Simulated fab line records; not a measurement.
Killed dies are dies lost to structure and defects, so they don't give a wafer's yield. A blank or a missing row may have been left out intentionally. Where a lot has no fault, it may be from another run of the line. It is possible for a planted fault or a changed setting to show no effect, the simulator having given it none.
Matching of chambers    flow berkeley_cmos170    4 sister chambers for UCB170_GATE_ETCH_15 on rie_si-02
The step etches poly-Si in HBr/Cl2, stops on SiO2, time 56.3 s, target depth 278.2 nm. 16 wafers are shown with their chamber, then 8 later ones without.

== WAFERS PAIRED WITH THEIR CHAMBERS ==
wafer   chamber  throttle_valve_pct (%)  drypump_motor_current_A (A)  oes_product_au (a.u.)
L443.1  1        26.52                   5.1                          0.829
L443.5  3        26.64                   5.5                          0.839
L443.6  2        26.38                   5.7                          0.839
L446.1  2        26.37                   5.7                          0.845
L446.3  1        26.53                   5.1                          0.837
L446.5  2        26.37                   5.7                          0.837
L449.1  0        26.22                   5.9                          0.836
L449.3  2        26.37                   5.7                          0.840
L449.5  3        26.64                   5.6                          0.857
L452.1  0        26.20                   5.9                          0.818
L452.3  1        26.53                   5.1                          0.829
L452.4  2        26.37                   5.7                          0.831
L453.3  3        26.65                   5.5                          0.834
L453.4  0        26.21                   5.9                          0.811
L453.5  1        26.53                   5.1                          0.839
L454.3  2        26.37                   5.7                          0.837

SIGNATURES (means of the wafers above)
reading                  chamber 0  chamber 1  chamber 2  chamber 3  scatter within a chamber
throttle_valve_pct       26.2100    26.5275    26.3717    26.6433    0.00595
drypump_motor_current_A  5.900      5.100      5.700      5.533      0.0236
oes_product_au           0.82167    0.83350    0.83817    0.84333    0.00823
Rule: distance of a wafer from a chamber = root of the sum over the readings of ((wafer's reading minus chamber's mean) / reading's scatter) squared. If the next closest chamber is less than 2 further off than the closest, the wafer can't be placed; otherwise it belongs to the closest. The scatter is the square root of a quotient: the sum, over the shown wafers, of each reading's squared deviation from its chamber's mean, divided by wafers minus chambers.

== WAFERS WHOSE CHAMBER IS MISSING ==
wafer   throttle_valve_pct (%)  drypump_motor_current_A (A)  oes_product_au (a.u.)
L454.5  26.37                   5.7                          0.832
L454.6  26.65                   5.5                          0.830
L456.1  26.37                   5.7                          0.838
L456.4  26.53                   5.1                          0.835
L456.5  26.37                   5.7                          0.841
L458.3  26.22                   5.9                          0.825
L458.4  26.66                   5.6                          0.853
L458.6  26.50                   5.1                          0.843

== CHAMBER TAKEN BY EACH ==
wafer   from the rows above  in truth
L454.5  2                    2
L454.6  3                    3
L456.1  2                    2
L456.4  1                    1
L456.5  2                    2
L458.3  0                    0
L458.4  3                    3
L458.6  1                    1
8 of 8 placed correctly. Not placeable from these rows: 0. Wrongly placed: 0.
